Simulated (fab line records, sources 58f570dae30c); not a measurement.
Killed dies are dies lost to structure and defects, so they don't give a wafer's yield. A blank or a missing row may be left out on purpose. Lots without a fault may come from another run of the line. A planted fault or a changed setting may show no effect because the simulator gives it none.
Which tool did it? | flow berkeley_cmos170 | 15 lots, 45 wafers sampled, at 4 steps of a route of 331

WHAT THE GAUGES READ, wafer by wafer
UCB170_FIELD_THK_MEAS_91. Usual: FIELD_OXIDE_LEFT_2_THK 360 nm, standard deviation 10.
lot  | measured     | on            | FIELD_OXIDE_LEFT_2_THK (nm) | flag
L108 | day 7 09:28  | film_metro-04 | 374 370 387                 |
L107 | day 7 09:39  | film_metro-02 | 368 368 370                 |
L110 | day 7 09:04  | film_metro-04 | 363 362 367                 |
L111 | day 7 15:34  | film_metro-04 | 358 362 360                 |
L115 | day 8 07:18  | film_metro-04 | 345 349 351                 |
L117 | day 8 22:46  | film_metro-04 | 341 334 342                 |
L116 | day 8 22:25  | film_metro-04 | 370 363 367                 |
L123 | day 9 19:32  | film_metro-03 | 349 342 358                 |
L122 | day 9 19:03  | film_metro-03 | 357 355 369                 |
L124 | day 9 19:40  | film_metro-02 | 352 351 333                 |
L125 | day 9 19:19  | film_metro-04 | 347 348 353                 |
L126 | day 10 13:53 | film_metro-02 | 367 362 364                 |
L128 | day 10 14:23 | film_metro-02 | 380 378 377                 |
L127 | day 10 13:44 | film_metro-04 | 361 365 353                 |
L129 | day 11 02:21 | film_metro-02 | 360 360 358                 |

UCB170_GATE_CD_MEAS_90: target cd 350 nm. Usual: cd_nm 349.5 nm, standard deviation 1.7.
lot  | measured     | on        | cd_nm (nm)        | flag
L108 | day 7 22:11  | cd_sem-01 | 350.4 350.6 352.3 |
L107 | day 7 21:54  | cd_sem-02 | 348.4 348.6 349.5 |
L110 | day 7 21:37  | cd_sem-02 | 353.6 352.5 352.9 |
L111 | day 8 01:05  | cd_sem-02 | 349.8 350.1 348.8 |
L115 | day 8 22:31  | cd_sem-01 | 348.8 348.3 349.1 |
L117 | day 9 10:42  | cd_sem-01 | 351.4 349.8 350.1 |
L116 | day 9 10:15  | cd_sem-02 | 347.9 348.8 350.2 |
L123 | day 10 12:17 | cd_sem-01 | 349.0 348.7 348.3 |
L122 | day 10 11:11 | cd_sem-02 | 347.3 347.3 349.4 |
L124 | day 10 12:08 | cd_sem-02 | 348.4 348.2 346.6 |
L125 | day 10 12:22 | cd_sem-02 | 350.3 352.4 349.5 |
L126 | day 11 03:13 | cd_sem-02 | 348.0 348.6 349.3 |
L128 | day 11 03:33 | cd_sem-02 | 350.7 349.7 350.2 |
L127 | day 11 03:29 | cd_sem-01 | 348.5 349.3 348.3 |
L129 | day 11 15:29 | cd_sem-01 | 350.0 351.1 348.0 |

WHICH TOOL RAN EACH LOT (tool, then ch and the chambers of the sampled wafers, then the start)
lot  | UCB170_NWELL_ETCH_13              | UCB170_PFIELD_DEVELOP_05
L108 | rie_diel-01 ch 2,3, day 2 22:11   | litho_track-03 ch 0, day 5 19:00
L107 | rie_diel-02 ch 1,2,3, day 2 22:22 | litho_track-01 ch 0, day 5 19:00
L110 | rie_diel-04 ch 2,3, day 3 06:41   | litho_track-01 ch 0, day 5 18:00
L111 | rie_diel-04 ch 2,3, day 3 22:07   | litho_track-01 ch 0, day 6 03:00
L115 | rie_diel-01 ch 0,1,2, day 4 09:43 | litho_track-01, day 6 11:00
L117 | rie_diel-01 ch 0,2,3, day 4 21:17 | litho_track-01, day 7 09:00
L116 | rie_diel-04 ch 0,3, day 4 22:01   | litho_track-01, day 7 09:00
L123 | rie_diel-04 ch 0,2,3, day 5 22:40 | litho_track-03 ch 0, day 8 12:00
L122 | rie_diel-02 ch 0,2,3, day 5 22:57 | litho_track-03 ch 0, day 8 11:00
L124 | rie_diel-02 ch 0,1,2, day 6 09:43 | litho_track-01 ch 0, day 8 12:00
L125 | rie_diel-01 ch 0,2, day 6 09:50   | litho_track-03 ch 0, day 8 12:00
L126 | rie_diel-04 ch 0,2,3, day 6 20:08 | litho_track-03 ch 0, day 9 05:00
L128 | rie_diel-01 ch 2,3, day 6 20:15   | litho_track-02 ch 0, day 9 04:00
L127 | rie_diel-02 ch 0,1,3, day 6 20:25 | litho_track-03 ch 0, day 9 04:00
L129 | rie_diel-04 ch 1,3, day 7 10:51   | litho_track-01 ch 0, day 9 17:00
- UCB170_NWELL_ETCH_13: etches Si3N4 in CH3F/Ar/O2, stops on SiO2, target depth 246.4 nm, time 154 s.
- UCB170_PFIELD_DEVELOP_05: develop time 45.61 s.

WHAT THE TOOLS THEMSELVES READ (means of the sampled wafers that have a number; where no wafer has one, the mark that the record gives instead)
UCB170_NWELL_ETCH_13. Usual: drypump_motor_current_A 5.3 A, standard deviation 0.35; mfc_ar_sccm 49.99 sccm, standard deviation 0.14; oes_product_au 0.943 a.u., standard deviation 0.012; throttle_valve_pct 8.09 %, standard deviation 0.093.
lot  | tool        | drypump_motor_current_A (A) | mfc_ar_sccm (sccm) | oes_product_au (a.u.) | throttle_valve_pct (%) | flag
L108 | rie_diel-01 | 5.0                         | 49.88              | 0.923                 | 8.16                   |
L107 | rie_diel-02 | 5.2                         | 49.87              | 0.945                 | 8.06                   |
L110 | rie_diel-04 | 5.7                         | 50.12              | 0.932                 | 8.19                   |
L111 | rie_diel-04 | 5.7                         | 50.09              | 0.936                 | 8.16                   |
L115 | rie_diel-01 | 5.3                         | 49.95              | 0.933                 | 8.09                   |
L117 | rie_diel-01 | 5.1                         | 49.98              | 0.933                 | 8.09                   |
L116 | rie_diel-04 | 5.4                         | 50.09              | 0.947                 | 8.13                   |
L123 | rie_diel-04 | 5.4                         | 49.86              | 0.940                 | 8.15                   |
L122 | rie_diel-02 | 5.2                         | 50.04              | 0.954                 | 8.02                   |
L124 | rie_diel-02 | 5.1                         | 50.10              | 0.950                 | 8.04                   |
L125 | rie_diel-01 | 5.2                         | 49.83              | 0.946                 | 8.03                   |
L126 | rie_diel-04 | 5.5                         | 50.09              | 0.939                 | 8.15                   |
L128 | rie_diel-01 | 5.0                         | 50.00              | 0.928                 | 8.16                   |
L127 | rie_diel-02 | 5.0                         | 49.90              | 0.954                 | 7.99                   |
L129 | rie_diel-04 | 5.9                         | 49.90              | 0.941                 | 8.13                   |

UCB170_PFIELD_DEVELOP_05. Usual: chill_plate_temp_C 23.00 C, standard deviation 0.11.
lot  | tool           | chill_plate_temp_C (C) | flag
L108 | litho_track-03 | 22.86                  |
L107 | litho_track-01 | 23.07                  |
L110 | litho_track-01 | 22.96                  |
L111 | litho_track-01 | 23.20                  |
L115 | litho_track-01 | -                      | OFF
L117 | litho_track-01 | -                      | OFF
L116 | litho_track-01 | -                      | OFF
L123 | litho_track-03 | 23.04                  |
L122 | litho_track-03 | 23.02                  |
L124 | litho_track-01 | 22.98                  |
L125 | litho_track-03 | 22.96                  |
L126 | litho_track-03 | 23.04                  |
L128 | litho_track-02 | 23.17                  |
L127 | litho_track-03 | 22.99                  |
L129 | litho_track-01 | 22.96                  |

THE ANSWER, worked out from the rows above alone
Rule: a lot is off if the mean of its wafers that have a number lies more than 3 standard deviations from the usual mean. A lot without any number at a reading at which 4 lots or more have one is off too. The other lots that the step has rows for count as sound. The gauges are gone through in route order, then the tools' own readings, and for those a lot's mean is taken as printed above. The first step at which some lot is off is used, and at that step the reading that is off furthest; a lot without a number counts as furthest.
Off: L115, L117, L116, at UCB170_PFIELD_DEVELOP_05 (chill_plate_temp_C). Without a number there: L115, L117, L116.
A tool fits if, at that step or a process step before it, it ran every lot that is off, and no sound lot after the first of them. None of those tried fits.

WHAT THE SIMULATOR HAD PUT IN
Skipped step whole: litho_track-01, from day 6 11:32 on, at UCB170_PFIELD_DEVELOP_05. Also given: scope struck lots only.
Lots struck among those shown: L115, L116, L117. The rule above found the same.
